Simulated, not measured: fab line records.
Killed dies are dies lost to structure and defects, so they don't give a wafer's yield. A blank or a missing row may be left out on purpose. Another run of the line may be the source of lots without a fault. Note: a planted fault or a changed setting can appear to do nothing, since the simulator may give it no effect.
A struck lot beside a sound one | flow rit_cmos | 43 steps out of a route of 202
Sound: these wafers, L545.3, L545.5, L545.6. Struck: wafer L558.5 (left out: L558.4, L558.6 of the same lot, which were not struck); the cause appears at the end.
For every step that has rows: the tool of each side, followed by ch and its chambers, followed by its first start. Under that, the readings that differ: sound wafers | struck wafers | difference of the means | sigmas: that difference in standard deviations of wafers without a fault.
alike: readings whose means differ by less than 2 such deviations, and words and numbers that are the same on both sides. not compared: withheld readings, readings that some wafer has no value for, bounds like >300 that may hide the same value, and numbers for which the record gives no deviation and whose values overlap.
A row with sigmas, a row that says differs or no value, or rows on one side alone: a step with any of these is where the two part. Non-overlapping numbers with no deviation appear without sigmas and do not part them. A reading that every wafer of one side lacks parts them only if that side has two wafers or more.

first, 1 step without rows for these wafers: RIT_WELLDRIVE_ANNEAL_00 (time 14700 s).
RIT_WELLDRIVE_RS_MEAS_01: the measuring method here is four-point-probe.
  sound on film_metro-04, day 2 08:56; struck on film_metro-01, day 5 07:00
  reading           | sound             | struck | difference | sigmas
  NWELL_RS (ohm/sq) | 274.4 273.2 273.9 | 276.7  | +2.9       | +4
RIT_WELLDRIVE_RS_MEAS_02: the measuring method here is four-point-probe.
  sound on film_metro-04, day 2 09:03; struck on film_metro-01, day 5 07:07
  alike: PWELL_RS
then, 6 steps without rows for these wafers: RIT_NRETRO_HMDS_00 (prime time 60 s); RIT_NRETRO_COAT_01 (resist thk 1300 nm); RIT_NRETRO_SOFTBAKE_02 (time 60 s); RIT_NRETRO_EXPOSE_03 (exposes mask M4, target cd 43900 nm); RIT_NRETRO_PEB_04; RIT_NRETRO_DEVELOP_05 (develop time 68 s).
RIT_NRETRO_OVL_MEAS_06:
  sound on overlay-02, day 2 10:09; struck on overlay-01, day 5 08:04
  alike: NRETRO_OVL
then, 2 steps without rows for these wafers: RIT_NRETRO_HARDBAKE_07 (time 120 s); RIT_NRETRO_IMPLANT_08.
RIT_NRETRO_STRIP_09: strips in O2, time 180 s.
  sound on plasma_asher-03 ch 0,1, day 2 10:38; struck on plasma_asher-03 ch 0, day 5 08:38
  alike: drypump_motor_current_A
  not compared: rf_hours_counter_h
RIT_NRETRO_TW_MEAS_10:
  sound on film_metro-02, day 2 10:46; struck on film_metro-02, day 5 08:47
  alike: NRETRO_TW
then, 6 steps without rows for these wafers: RIT_PRETRO_HMDS_00 (prime time 60 s); RIT_PRETRO_COAT_01 (resist thk 1300 nm); RIT_PRETRO_SOFTBAKE_02 (time 60 s); RIT_PRETRO_EXPOSE_03 (exposes mask M5, target cd 43700 nm); RIT_PRETRO_PEB_04; RIT_PRETRO_DEVELOP_05 (develop time 68 s).
RIT_PRETRO_OVL_MEAS_06:
  sound on overlay-02, day 2 11:42; struck on overlay-01, day 5 09:50
  alike: PRETRO_OVL
then, 2 steps without rows for these wafers: RIT_PRETRO_HARDBAKE_07 (time 120 s); RIT_PRETRO_IMPLANT_08.
RIT_PRETRO_STRIP_09: strips in O2, time 180 s.
  sound on plasma_asher-02 ch 0,1, day 2 12:13; struck on plasma_asher-02 ch 1, day 5 10:19
  alike: drypump_motor_current_A
  not compared: rf_hours_counter_h
RIT_PRETRO_TW_MEAS_10:
  sound on film_metro-02, day 2 12:21; struck on film_metro-04, day 5 10:28
  alike: PRETRO_TW
then, 5 steps without rows for these wafers: RIT_GATE_WET_ETCH_00 (etches SiO2 in BOE, target depth 56 nm, time 60 s); RIT_GATE_CLEAN_01 (cleans in SC1, time 600 s); RIT_GATE_CLEAN_02 (cleans in dHF, time 30 s); RIT_GATE_CLEAN_03 (cleans in SC2, time 600 s); RIT_GATE_CLEAN_04 (cleans in dHF, time 60 s).
RIT_FOX2_THK_MEAS_91:
  sound on film_metro-01, day 2 12:50; struck on film_metro-03, day 5 10:56
  alike: FIELD_OXIDE_LEFT_2_THK
then, 2 steps without rows for these wafers: RIT_GATE_OXIDATION_05 (target thk 3 nm, ox time 270 s); RIT_GATE_ANNEAL_06 (time 600 s).
RIT_GATE_THK_MEAS_07:
  sound on film_metro-02, day 2 14:24; struck on film_metro-03, day 5 13:53
  alike: GATE_OXIDE_THK
then, 1 step without rows for these wafers: RIT_GATE_CVD_08 (deposits poly-Si from SiH4, target thk 250 nm, time 2220 s).
RIT_GATE_THK_MEAS_09:
  sound on film_metro-01, day 2 16:05; struck on film_metro-01, day 5 15:34
  alike: GATE_POLY_THK
then, 6 steps without rows for these wafers: RIT_GATE_HMDS_10 (prime time 60 s); RIT_GATE_COAT_11 (resist thk 850 nm); RIT_GATE_SOFTBAKE_12 (time 60 s); RIT_GATE_EXPOSE_13 (exposes mask M6, target cd 150 nm); RIT_GATE_PEB_14; RIT_GATE_DEVELOP_15 (develop time 50 s).
RIT_M1_PROBE_99:
  sound on prober-01, day 3 13:34; struck on prober-02, day 6 14:38
  reading             | sound | struck | difference | sigmas
  killed_at_front_end | 4 5 5 | 31     | +26        | +10
  killed_dies         | 4 5 6 | 31     | +26        | +10
  killed_on_rim       | 0 1 0 | 10     | +10        | +7
  killed_short        | 1 2 3 | 6      | +4         | +2
  alike: killed_at_contacts, killed_open

## WHERE THEY PART
Earliest at RIT_WELLDRIVE_RS_MEAS_01; latest, in this record, at RIT_M1_PROBE_99.

WHY: whatever the simulator had introduced
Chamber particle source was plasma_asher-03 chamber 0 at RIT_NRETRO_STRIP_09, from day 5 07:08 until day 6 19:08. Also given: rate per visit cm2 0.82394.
